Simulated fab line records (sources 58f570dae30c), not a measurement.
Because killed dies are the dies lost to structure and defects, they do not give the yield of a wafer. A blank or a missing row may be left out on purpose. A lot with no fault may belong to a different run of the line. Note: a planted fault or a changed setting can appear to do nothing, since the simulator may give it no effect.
Code-filled problem report in 8D (eight disciplines) form :: flow berkeley cmos170 :: the parts of the form that need people (team, actions taken, sign-off) are left out

## 1. WHAT IS WRONG
PVT_TW at UCB170_PVT_TW_MEAS_09 reads a mean of 478.9 on 6 wafers of 2 lots; wafers without a fault read 505.9 with a standard deviation of 2.5. Relative to the usual mean, that is a shift of -11 standard deviations.
The first sign was on wafer L396.2 at day 9 01:08, on film metro-01. Wafers with a number at this step in the record: 42, from 14 lots. Rule for "out", or "out of limits": more than 4 standard deviations from the usual mean. The rest of the wafers with a number are treated as sound.

## 2. WHAT THIS IS AND IS NOT
question: which readings at this step
is: PVT_TW
is not: -

question: which lots
is: L395, L396
is not: L378, L379, L380, L381, L383, L384, L385, L386, L387, L389, L392, L401

question: which wafers of those lots
is: all that have a number
is not: -

question: read on which gauges
is: film metro-01, film metro-04
is not: film metro-03

question: when
is: from day 9 01:08
is not: up to then (33 sound wafers); but 3 sound wafers of L401 came after

## 3. WHAT RULES OUT EACH SUSPECT
Counting: a tool stays on the suspect list if, at a process step up to the reading, it processed all lots that are out and no sound lot following the first of them.
- the gauge at UCB170_PVT_TW_MEAS_09: ruled out. Those wafers that are out were read across 2 gauges (film metro-01, film metro-04).
- implanter-04 at UCB170_PVT_IMPLANT_07: kept. Every lot that is out went through it, starting with L396 (day 9 00:54), and after that it ran no sound lot; the last sound lot it ran before then is L383 (day 6 09:49). On those wafers its own readings are out: beam energy keV.
The count leaves implanter-04 at UCB170_PVT_IMPLANT_07.

## 4. THE CAUSE (what the simulator had put in)
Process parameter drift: implanter-04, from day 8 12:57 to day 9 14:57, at UCB170_PVT_IMPLANT_07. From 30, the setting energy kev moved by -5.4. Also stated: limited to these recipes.
The count eliminated every tool but this one.

## 5. THE EFFECT CHAIN, in route order
Each row: a reading where the mean over the struck wafers with a number is more than 3 standard deviations away from the usual. Readings are gone through only where the record gives a usual standard deviation; hours: the median, over the lots, of the time from a lot's start at the first step in this table giving one to that lot's start at this step; sigmas: the change measured in usual standard deviations.
hours: 0
step: UCB170_PVT_IMPLANT_07
reading: beam energy keV
usual: 30.000
on struck wafers: 24.594
change: -5.406
sigmas: -99 or more

hours: 0
step: UCB170_PVT_TW_MEAS_09
reading: PVT_TW
usual: 505.9
on struck wafers: 478.9
change: -27.0
sigmas: -11
Process steps it contains:
- UCB170_PVT_IMPLANT_07
Later steps that measure or inspect, where all struck wafers having a row at the step show a number for every such reading and not one has moved that far: UCB170_PLDD_CD_MEAS_06.

## 6. HOW IT WOULD HAVE BEEN CAUGHT EARLIER
The first out-of-limits reading at a measuring or inspecting step in this record came at day 9 01:08, 12 hours after the fault's start at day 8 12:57.
Tool's own readings at UCB170_PVT_IMPLANT_07, beam energy keV: out on all struck wafers the step has rows for; an alarm limit on them would have tripped on the first.
Of the lots that are out (2), L395 began UCB170_PVT_IMPLANT_07 on implanter-04 after day 9 01:08. It would have been spared by a hold on the tool at that moment.
